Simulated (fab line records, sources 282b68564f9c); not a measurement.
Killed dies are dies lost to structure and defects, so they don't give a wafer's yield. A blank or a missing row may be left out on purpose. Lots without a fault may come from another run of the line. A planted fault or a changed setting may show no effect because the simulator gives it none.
Problem report in the 8D (eight disciplines) form, filled by code | flow rit_cmos | the parts of the form that need people (team, actions taken, sign-off) are left out

1. THE PROBLEM
killed_at_M0_to_M3 at RIT_M1_PROBE_99 reads a mean of 7.0 on 4 wafers of 2 lots; wafers without a fault read 0.0 with a standard deviation of 0.083. That is +84 standard deviations from the usual mean.
First seen on wafer L539.1, day 6 20:02, on prober-01. The record holds 12 wafers of 4 lots with a number at this step. Rule for "out", or "out of limits": more than 4 standard deviations from the usual mean. The other wafers with a number count as sound.

2. WHAT IT IS AND WHAT IT IS NOT
question                    | is                             | is not
which readings at this step | killed_at_M0_to_M3             | killed_at_contacts, killed_at_front_end, killed_open, killed_short
which lots                  | L539, L541                     | L544, L546
which wafers of those lots  | L539.1, L539.6, L541.2, L541.4 | L539.5, L541.5
read on which tools         | prober-01                      | prober-02
when                        | from day 6 20:02               | up to then (0 sound wafers); but 8 sound wafers of L539, L541, L544, L546 came after

3. SUSPECTS, AND WHAT RULES EACH OUT
Counting: a tool at a process step up to the reading stays a suspect if it ran every lot that is out. Sound lots after the first of them don't rule it out here, since some wafers of a struck lot are sound.
- rie_metal-01 at RIT_M1_METAL_ETCH_12 (etches Al in Cl2/BCl3, stops on SiO2, time 165 s, target depth 600 nm): kept. It ran every lot that is out, first L539 (day 6 17:47).
- prober-01 at RIT_M1_PROBE_99: kept. It ran every lot that is out, first L539 (day 6 20:02). Its own readings are out on those wafers: killed_at_M0_to_M3.
- Within rie_metal-01 at RIT_M1_METAL_ETCH_12: the wafers that are out ran in chamber 0; their sound lot-mates ran in chamber 1.
Left after counting: rie_metal-01 at RIT_M1_METAL_ETCH_12, prober-01 at RIT_M1_PROBE_99.

4. THE CAUSE (what the simulator had put in)
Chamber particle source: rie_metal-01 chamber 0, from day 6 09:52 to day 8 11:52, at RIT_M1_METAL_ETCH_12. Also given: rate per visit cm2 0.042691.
Counting left 2 suspects, and this tool is among them.

5. THE CHAIN OF EFFECTS, in route order
Each row: a reading whose mean over the struck wafers that have a number lies more than 3 standard deviations from the usual. Only readings for which the record gives a usual standard deviation are gone through. hours: the time from each lot's start at the first step in this table that gives one to its start at this step, as a median over the lots. sigmas: the change in usual standard deviations.
hours | step            | reading            | usual | on struck wafers | change | sigmas
0     | RIT_M1_PROBE_99 | killed_at_M0_to_M3 | 0.0   | 7.0              | +7.0   | +84
The process steps in it:
- RIT_M1_PROBE_99

6. WHAT WOULD HAVE CAUGHT IT SOONER
In this record the first reading out of limits was taken at day 6 20:02, 10 hours after the fault began at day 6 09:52.
Of the tool readings at RIT_M1_METAL_ETCH_12 for which the record gives a usual standard deviation, none was out on any struck wafer, so an alarm limit of 4 standard deviations on them would not have fired.
Of the lots that are out (2), L541 began RIT_M1_METAL_ETCH_12 on rie_metal-01 after day 6 20:02. A hold on the tool at that time would have spared it.
